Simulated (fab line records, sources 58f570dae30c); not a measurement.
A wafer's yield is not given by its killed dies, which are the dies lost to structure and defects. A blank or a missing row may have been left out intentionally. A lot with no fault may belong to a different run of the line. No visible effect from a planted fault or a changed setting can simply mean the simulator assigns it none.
Split-lot experiment || flow berkeley_cmos170 || route with 331 steps; 5 lots, 23 wafers read

== SPLIT DETAILS ==
At UCB170_M2_COAT_05 (resist thk 900 nm), the setting resist_thk_nm was moved away from the recipe's 900 nm on 8 of the 23 wafers read, by -3.8% to +5.3%. This setting was run at the recipe's value on the other wafers.

The reading comes from the split's own step.

== THE READING ==
KrF_of_M2_COAT_05.thk_nm (the simulator's own value, which no gauge read), in nm, at UCB170_M2_COAT_05 (resist thk 900 nm). No usual value for it is given in the file. Across the 15 wafers here that went through the recipe, the average is 899.5 nm and the standard deviation 2.2 nm.

{"wafer": "L077.2", "tool, chamber at the split": "litho_track-03, 0", "resist_thk_nm as run, nm": 900, "against the recipe": "recipe", "KrF_of_M2_COAT_05.thk_nm, nm": 902.3, "against lot-mates on the recipe": "-"}
{"wafer": "L077.3", "tool, chamber at the split": "litho_track-03, 0", "resist_thk_nm as run, nm": 900, "against the recipe": "recipe", "KrF_of_M2_COAT_05.thk_nm, nm": 904.3, "against lot-mates on the recipe": "-"}
{"wafer": "L077.4", "tool, chamber at the split": "litho_track-03, 0", "resist_thk_nm as run, nm": 941.9, "against the recipe": "+4.7%", "KrF_of_M2_COAT_05.thk_nm, nm": 945.4, "against lot-mates on the recipe": "+43.0"}
{"wafer": "L077.5", "tool, chamber at the split": "litho_track-03, 0", "resist_thk_nm as run, nm": 900, "against the recipe": "recipe", "KrF_of_M2_COAT_05.thk_nm, nm": 900.5, "against lot-mates on the recipe": "-"}
{"wafer": "L077.6", "tool, chamber at the split": "litho_track-03, 0", "resist_thk_nm as run, nm": 941.9, "against the recipe": "+4.7%", "KrF_of_M2_COAT_05.thk_nm, nm": 945.2, "against lot-mates on the recipe": "+42.8"}
{"wafer": "L076.1", "tool, chamber at the split": "litho_track-04, 0", "resist_thk_nm as run, nm": 900, "against the recipe": "recipe", "KrF_of_M2_COAT_05.thk_nm, nm": 898.2, "against lot-mates on the recipe": "-"}
{"wafer": "L076.2", "tool, chamber at the split": "litho_track-04, 0", "resist_thk_nm as run, nm": 900, "against the recipe": "recipe", "KrF_of_M2_COAT_05.thk_nm, nm": 899.2, "against lot-mates on the recipe": "-"}
{"wafer": "L076.3", "tool, chamber at the split": "litho_track-04, 0", "resist_thk_nm as run, nm": 900, "against the recipe": "recipe", "KrF_of_M2_COAT_05.thk_nm, nm": 901.2, "against lot-mates on the recipe": "-"}
{"wafer": "L080.1", "tool, chamber at the split": "litho_track-04, 0", "resist_thk_nm as run, nm": 900, "against the recipe": "recipe", "KrF_of_M2_COAT_05.thk_nm, nm": 895.4, "against lot-mates on the recipe": "-"}
{"wafer": "L080.2", "tool, chamber at the split": "litho_track-04, 0", "resist_thk_nm as run, nm": 900, "against the recipe": "recipe", "KrF_of_M2_COAT_05.thk_nm, nm": 897.6, "against lot-mates on the recipe": "-"}
{"wafer": "L080.3", "tool, chamber at the split": "litho_track-04, 0", "resist_thk_nm as run, nm": 947.7, "against the recipe": "+5.3%", "KrF_of_M2_COAT_05.thk_nm, nm": 944.9, "against lot-mates on the recipe": "+48.4"}
{"wafer": "L080.4", "tool, chamber at the split": "litho_track-04, 0", "resist_thk_nm as run, nm": 947.7, "against the recipe": "+5.3%", "KrF_of_M2_COAT_05.thk_nm, nm": 945.2, "against lot-mates on the recipe": "+48.7"}
{"wafer": "L080.6", "tool, chamber at the split": "litho_track-04, 0", "resist_thk_nm as run, nm": 947.7, "against the recipe": "+5.3%", "KrF_of_M2_COAT_05.thk_nm, nm": 943.2, "against lot-mates on the recipe": "+46.7"}
{"wafer": "L083.1", "tool, chamber at the split": "litho_track-04, 0", "resist_thk_nm as run, nm": 900, "against the recipe": "recipe", "KrF_of_M2_COAT_05.thk_nm, nm": 898.5, "against lot-mates on the recipe": "-"}
{"wafer": "L083.2", "tool, chamber at the split": "litho_track-04, 0", "resist_thk_nm as run, nm": 900, "against the recipe": "recipe", "KrF_of_M2_COAT_05.thk_nm, nm": 900.8, "against lot-mates on the recipe": "-"}
{"wafer": "L083.4", "tool, chamber at the split": "litho_track-04, 0", "resist_thk_nm as run, nm": 900, "against the recipe": "recipe", "KrF_of_M2_COAT_05.thk_nm, nm": 897.2, "against lot-mates on the recipe": "-"}
{"wafer": "L083.5", "tool, chamber at the split": "litho_track-04, 0", "resist_thk_nm as run, nm": 900, "against the recipe": "recipe", "KrF_of_M2_COAT_05.thk_nm, nm": 898.1, "against lot-mates on the recipe": "-"}
{"wafer": "L083.6", "tool, chamber at the split": "litho_track-04, 0", "resist_thk_nm as run, nm": 900, "against the recipe": "recipe", "KrF_of_M2_COAT_05.thk_nm, nm": 898.2, "against lot-mates on the recipe": "-"}
{"wafer": "L084.1", "tool, chamber at the split": "litho_track-03, 0", "resist_thk_nm as run, nm": 865.9, "against the recipe": "-3.8%", "KrF_of_M2_COAT_05.thk_nm, nm": 866.7, "against lot-mates on the recipe": -33.5}
{"wafer": "L084.2", "tool, chamber at the split": "litho_track-03, 0", "resist_thk_nm as run, nm": 900, "against the recipe": "recipe", "KrF_of_M2_COAT_05.thk_nm, nm": 900.9, "against lot-mates on the recipe": "-"}
{"wafer": "L084.4", "tool, chamber at the split": "litho_track-03, 0", "resist_thk_nm as run, nm": 865.9, "against the recipe": "-3.8%", "KrF_of_M2_COAT_05.thk_nm, nm": 864.1, "against lot-mates on the recipe": -36.1}
{"wafer": "L084.5", "tool, chamber at the split": "litho_track-03, 0", "resist_thk_nm as run, nm": 900, "against the recipe": "recipe", "KrF_of_M2_COAT_05.thk_nm, nm": 899.6, "against lot-mates on the recipe": "-"}
{"wafer": "L084.6", "tool, chamber at the split": "litho_track-03, 0", "resist_thk_nm as run, nm": 865.9, "against the recipe": "-3.8%", "KrF_of_M2_COAT_05.thk_nm, nm": 865.5, "against lot-mates on the recipe": -34.8}

THE FIT
A straight line over all 23 wafers: KrF_of_M2_COAT_05.thk_nm changes by +8.95 nm for each +1% of resist_thk_nm; r = +1.00; the points scatter about the line by 2.5 nm.
The same after taking each lot's own level away (the mean of its wafers on the recipe; 23 wafers): +9.13 nm for each +1%; r = +1.00; scatter 1.2 nm.
The reading moves by 48 nm for the largest change in resist_thk_nm, on that fit.
Measured against the standard deviation above, the lots' own levels, which go from 896.50 to 902.37 nm, span 2.7 times it.
Hence the lot-to-lot level has little effect on the slope; both slopes agree.
Check: for one of the wafers moved furthest among these (+5.3%), held out of the fit, the line's prediction against its lot-mates is +48.3 nm. It came out at +48.4 nm against them.

== THE WHOLE CHAIN: every reading that the file lists as answering this split, in the file's order ==
{"step": "UCB170_M2_COAT_05", "what it does": "resist thk 900 nm", "reading": "KrF_of_M2_COAT_05.thk_nm (the simulator's own value, which no gauge read)", "change (the file's fit)": "+9.14 nm for each +1% of the setting", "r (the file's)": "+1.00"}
{"step": "UCB170_M2_STRIP_07", "what it does": "strips in O2", "reading": "strip_time_to_endpoint_s", "change (the file's fit)": "withheld for each +1% of the setting", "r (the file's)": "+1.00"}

== THE FILE'S OWN FIT ==
KrF_of_M2_COAT_05.thk_nm changes by +9.14 nm for each +1% of resist_thk_nm, r = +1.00.
